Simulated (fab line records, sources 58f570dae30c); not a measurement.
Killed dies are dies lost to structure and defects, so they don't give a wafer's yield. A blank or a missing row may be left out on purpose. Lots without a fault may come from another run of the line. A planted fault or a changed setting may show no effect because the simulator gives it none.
fab line records | flow berkeley_cmos170
record lots=14 wafers=42 last_day=13
route steps=331 shown PLDD@153 V2@304 M3@324
lots that met no fault: from a run of the same line without faults
start_h: hours from the record's first day to the start of the lot's first wafer shown | wait_h: hours since the lot's step before | " the same as in the row above | L1.1+2: a row that stands for several wafers | - no value, or no start given | * or withheld: withheld | < > ~ a bound
route shown NAME@n: a module of which the file shows steps, and the number in the route of the first | usual: mean/standard deviation of fault-free wafers | same: alike in all rows | chamber/n: place in a boat | sites: the reading at each site | _std_site: their standard deviation | _edge_site: outer sites' mean less inner sites' | radius_mm: how far each site lies from the wafer's centre | mask NAME#n: copy n | behind: the tool/chamber that last shaped the wafer | hold: why the lot was held/for how many hours/how that ended | device: the transistor (n, p or np) that didn't switch | end of line: the same wafers' tests at the end of the route | a step without rows: its recipe alone | killed: dies lost to structure and defects at the first sort, not the wafer's yield | map: a wafer's dies, x killed, . not, _ none there
set.NAME: the setting as run; set.NAME@STEP: as run at that earlier step | model.NAME: the simulator's own value behind a step, which no gauge read
steps of the route over a sample of lots; a table a step, a row a wafer
services: from which hour (start_h, from the record's first day; less than 0 if before it) a tool's chamber was out of use, for how many hours, and why
## steps
# step UCB170_PLDD_IMPLANT_08
# recipe species=BF2 dose_cm2=5e+13 energy_kev=10 tilt_deg=7 rotation_deg=0
# usual end_station_pressure_torr=5.12e-06/2.9e-07 faraday_current_uA=159/3.1 rotation_deg=0.003/0.018
# columns lot.wafer tool chamber start_h wait_h end_station_pressure_torr faraday_current_uA rotation_deg
L690.2 implanter-02 0 158.64 0.0 4.82e-06 154 0.044
L690.5 " 0 " " 5.49e-06 161 -0.028
L690.6 " 0 " " 5.52e-06 158 0.004
L691.1 implanter-02 0 173.43 0.0 4.9e-06 157 -0.024
L691.3 " 0 " " 4.98e-06 163 0.001
L691.4 " 0 " " 5.17e-06 160 -0.014
L694.3 implanter-04 0 173.60 0.1 5.52e-06 158 -0.010
L694.5 " 0 " " 4.93e-06 162 0.006
L694.6 " 0 " " 4.88e-06 159 0.012
L692.1 implanter-01 0 173.71 0.0 4.96e-06 159 -0.001
L692.2 " 0 " " 4.95e-06 163 -0.008
L692.6 " 0 " " 5.11e-06 158 0.005
L693.3 implanter-02 0 174.03 0.1 4.94e-06 160 0.018
L693.5 " 0 " " 5.35e-06 152 0.007
L693.6 " 0 " " 4.62e-06 162 0.015
L695.1 implanter-02 0 185.30 0.0 5.08e-06 158 0.018
L695.2 " 0 " " 4.94e-06 155 0.011
L695.6 " 0 " " 5.19e-06 161 0.012
L697.2 implanter-04 0 198.43 0.0 4.93e-06 164 -0.007
L697.5 " 0 " " 4.58e-06 151 0.001
L697.6 " 0 " " 4.99e-06 159 -0.015
L698.1 implanter-02 0 198.63 0.0 5.18e-06 159 -0.026
L698.3 " 0 " " 5.37e-06 157 0.003
L698.6 " 0 " " 4.75e-06 162 -0.019
L699.4 implanter-02 0 205.63 0.1 5.25e-06 159 0.015
L699.5 " 0 " " 5.7e-06 159 -0.003
L699.6 " 0 " " 5.31e-06 155 0.012
L700.2 implanter-04 0 205.85 0.0 5.02e-06 155 -0.023
L700.3 " 0 " " 5.03e-06 164 -0.024
L700.4 " 0 " " 5.34e-06 161 -0.024
L706.3 implanter-04 0 227.04 0.1 5.16e-06 154 -0.005
L706.4 " 0 " " 4.29e-06 160 -0.023
L706.6 " 0 " " 5.4e-06 156 -0.009
L705.1 implanter-02 0 228.20 0.0 5.09e-06 152 90.000
L705.3 " 0 " " 5.32e-06 160 90.022
L705.5 " 0 " " 5.01e-06 160 90.023
L707.1 implanter-02 0 235.06 0.0 4.78e-06 159 90.002
L707.2 " 0 " " 5.24e-06 162 90.011
L707.4 " 0 " " 4.98e-06 158 89.992
L712.1 implanter-04 0 267.23 0.0 4.91e-06 158 0.023
L712.4 " 0 " " 5.47e-06 160 -0.019
L712.6 " 0 " " 4.55e-06 160 0.001
# step UCB170_V2_CD_MEAS_12
# recipe target_cd_nm=700
# usual cd_nm=700.5/1.2
# columns lot.wafer tool chamber start_h wait_h cd_nm
L690.2 cd_sem-02 - 191.72 - 701.2
L690.5 " - " " 701.4
L690.6 " - " " 700.7
L691.1 cd_sem-02 - 208.62 - 700.9
L691.3 " - " " 702.0
L691.4 " - " " 700.5
L694.3 cd_sem-02 - 210.44 - 700.9
L694.5 " - " " 700.3
L694.6 " - " " 700.0
L692.1 cd_sem-01 - 211.03 - 702.2
L692.2 " - " " 702.0
L692.6 " - " " 701.6
L693.3 cd_sem-02 - 211.61 - 700.1
L693.5 " - " " 701.2
L693.6 " - " " 700.7
L695.1 cd_sem-02 - 218.56 - 701.7
L695.2 " - " " 702.1
L695.6 " - " " 702.3
L697.2 cd_sem-01 - 232.03 - 700.2
L697.5 " - " " 699.2
L697.6 " - " " 699.0
L698.1 cd_sem-01 - 234.05 - 699.9
L698.3 " - " " 698.9
L698.6 " - " " 699.6
L699.4 cd_sem-02 - 238.51 - 701.5
L699.5 " - " " 701.9
L699.6 " - " " 703.3
L700.2 cd_sem-01 - 242.79 - 701.0
L700.3 " - " " 700.9
L700.4 " - " " 701.2
L706.3 cd_sem-01 - 263.34 - 699.6
L706.4 " - " " 700.7
L706.6 " - " " 699.7
L705.1 cd_sem-01 - 263.57 - 700.2
L705.3 " - " " 699.6
L705.5 " - " " 699.6
L707.1 cd_sem-02 - 266.26 - 703.4
L707.2 " - " " 703.1
L707.4 " - " " 702.3
L712.1 cd_sem-01 - 300.00 - 701.2
L712.4 " - " " 700.0
L712.6 " - " " 700.6
# step UCB170_M3_CD_MEAS_15
# recipe target_cd_nm=700
# usual cd_nm=700.2/1.5
# columns lot.wafer tool chamber start_h wait_h cd_nm
L690.2 cd_sem-02 - 194.30 - 702.8
L690.5 " - " " 704.6
L690.6 " - " " 704.5
L691.1 cd_sem-01 - 212.09 - 700.3
L691.3 " - " " 699.9
L691.4 " - " " 700.3
L694.3 cd_sem-02 - 213.56 - 697.5
L694.5 " - " " 699.9
L694.6 " - " " 700.8
L692.1 cd_sem-01 - 214.05 - 698.5
L692.2 " - " " 698.6
L692.6 " - " " 698.4
L693.3 cd_sem-01 - 214.72 - 700.4
L693.5 " - " " 699.5
L693.6 " - " " 700.8
L695.1 cd_sem-01 - 221.08 - 701.8
L695.2 " - " " 701.3
L695.6 " - " " 700.4
L697.2 cd_sem-01 - 234.69 - 700.1
L697.5 " - " " 700.2
L697.6 " - " " 700.7
L698.1 cd_sem-01 - 236.54 - 698.6
L698.3 " - " " 699.0
L698.6 " - " " 699.4
L699.4 cd_sem-02 - 241.48 - 701.2
L699.5 " - " " 701.1
L699.6 " - " " 700.5
L700.2 cd_sem-02 - 245.63 - 700.6
L700.3 " - " " 700.4
L700.4 " - " " 699.5
L706.3 cd_sem-01 - 266.15 - 701.1
L706.4 " - " " 703.0
L706.6 " - " " 702.6
L705.1 cd_sem-02 - 266.38 - 701.5
L705.3 " - " " 702.4
L705.5 " - " " 702.5
L707.1 cd_sem-02 - 269.41 - 701.0
L707.2 " - " " 697.9
L707.4 " - " " 699.6
L712.1 cd_sem-01 - 302.66 - 698.4
L712.4 " - " " 698.7
L712.6 " - " " 698.0
# step UCB170_M3_ETCH_17
# recipe chemistry=N2/H2 target_depth_a=withheld overetch_a=withheld target=BARC time_s=withheld source_w=500 bias_w=100 pressure_mtorr=30 n2_flow_sccm=100 h2_flow_sccm=200
# usual drypump_motor_current_A=5.6/0.42 n2_flow_sccm=100.04/0.27 oes_product_au=0.981/0.028 throttle_valve_pct=13.36/0.13
# columns lot.wafer tool chamber start_h wait_h drypump_motor_current_A n2_flow_sccm oes_product_au throttle_valve_pct
L690.2 rie_diel-04 1 194.43 0.0 6.4 99.35 0.956 13.34
L690.5 " 2 " " 5.8 100.19 1.029 13.47
L690.6 " 1 " " 6.4 99.71 0.946 13.35
L691.1 rie_diel-02 2 212.25 0.0 5.4 99.92 0.988 13.34
L691.3 " 1 " " 5.3 100.18 0.971 13.34
L691.4 " 0 " " 6.4 100.24 1.040 13.42
L694.3 rie_diel-02 2 213.68 0.0 5.4 99.75 0.979 13.33
L694.5 " 3 " " 5.6 100.10 0.982 13.60
L694.6 " 2 " " 5.4 99.86 0.980 13.34
L692.1 rie_diel-04 3 214.21 0.0 5.3 99.95 0.968 13.27
L692.2 " 0 " " 5.5 100.16 0.998 13.36
L692.6 " 2 " " 5.9 99.96 1.020 13.46
L693.3 rie_diel-02 2 214.84 0.0 5.4 100.32 0.977 13.32
L693.5 " 0 " " 6.4 100.16 1.034 13.42
L693.6 " 1 " " 5.3 100.21 0.960 13.32
L695.1 rie_diel-01 0 221.24 0.0 5.2 99.61 0.948 13.12
L695.2 " 1 " " 5.5 99.55 0.970 13.70
L695.6 " 0 " " 5.1 99.80 0.941 13.10
L697.2 rie_diel-04 0 234.83 0.0 5.5 99.94 0.982 13.35
L697.5 " 2 " " 5.8 100.04 1.007 13.45
L697.6 " 1 " " 6.4 100.20 0.953 13.35
L698.1 rie_diel-04 1 236.70 0.0 6.4 99.74 0.944 13.35
L698.3 " 2 " " 5.9 100.19 0.997 13.46
L698.6 " 3 " " 5.3 100.03 0.969 13.26
L699.4 rie_diel-02 1 241.58 0.0 5.3 100.04 0.955 13.32
L699.5 " 2 " " 5.4 100.23 0.975 13.34
L699.6 " 1 " " 5.3 100.22 0.949 13.33
L700.2 rie_diel-02 1 245.77 0.0 5.3 100.21 0.965 13.31
L700.3 " 0 " " 6.4 100.07 1.042 13.45
L700.4 " 3 " " 5.6 99.94 0.989 13.58
L706.3 rie_diel-04 3 266.26 0.0 5.3 100.05 0.969 13.26
L706.4 " 3 " " 5.3 99.56 0.959 13.27
L706.6 " 1 " " 6.4 99.82 0.947 13.36
L705.1 rie_diel-01 1 266.54 0.0 5.5 100.31 0.973 13.70
L705.3 " 0 " " 5.2 99.93 0.938 13.11
L705.5 " 2 " " 5.0 100.01 0.967 13.42
L707.1 rie_diel-04 3 269.56 0.0 5.3 99.88 0.955 13.27
L707.2 " 0 " " 5.5 99.68 0.986 13.34
L707.4 " 0 " " 5.5 100.06 0.978 13.37
L712.1 rie_diel-04 3 302.82 0.0 5.3 99.92 0.970 13.25
L712.4 " 3 " " 5.3 100.39 0.958 13.28
L712.6 " 0 " " 5.5 100.12 0.971 13.36
## services
# columns tool chamber start_h hours kind
rie_diel-02 2 144.38 - clean
rie_diel-02 2 144.38 17.7 scheduled_down
rie_diel-02 2 144.38 17.7 vent_cycle
rie_diel-02 1 160.61 3.5 repair
rie_diel-01 2 175.11 5.3 repair
implanter-04 - 177.65 3.9 repair
rie_diel-04 3 178.86 4.2 repair
rie_diel-04 - 179.82 1.8 repair
rie_diel-02 2 218.20 8.0 repair
implanter-01 - 226.04 2.4 pm
implanter-01 - 249.75 26.2 repair
rie_diel-04 2 252.77 41.4 repair
implanter-02 - 276.26 6.2 repair
implanter-01 - 286.39 12.3 pm
rie_diel-04 2 296.16 1.5 repair
## key
first_sign step=UCB170_PLDD_IMPLANT_08 reading=rotation_deg direction=up sigmas=99+ usual=0.003 struck=90.008
effect none on later readings
met_at UCB170_PLDD_IMPLANT_08
struck_lots L705,L707
tester_left_out L705,L707
not_acting_at UCB170_V2_CD_MEAS_12,UCB170_M3_CD_MEAS_15,UCB170_M3_ETCH_17
onset_between 205.63 228.20
fault kind=process_parameter_drift tool=implanter-02 chamber=- onset_h=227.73 steps=UCB170_PLDD_IMPLANT_08 channel=rotation_deg offset=90 shape=step end_h=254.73 acts_in=these_recipes_only stated=0
# tester_left_out: of these lots the tester's yield and bins aren't shown, on N5 and GAA mostly nor the transistor test; their killed dies are dies lost to structure and defects alone, not to doping, threshold or leakage, so they don't give the yield
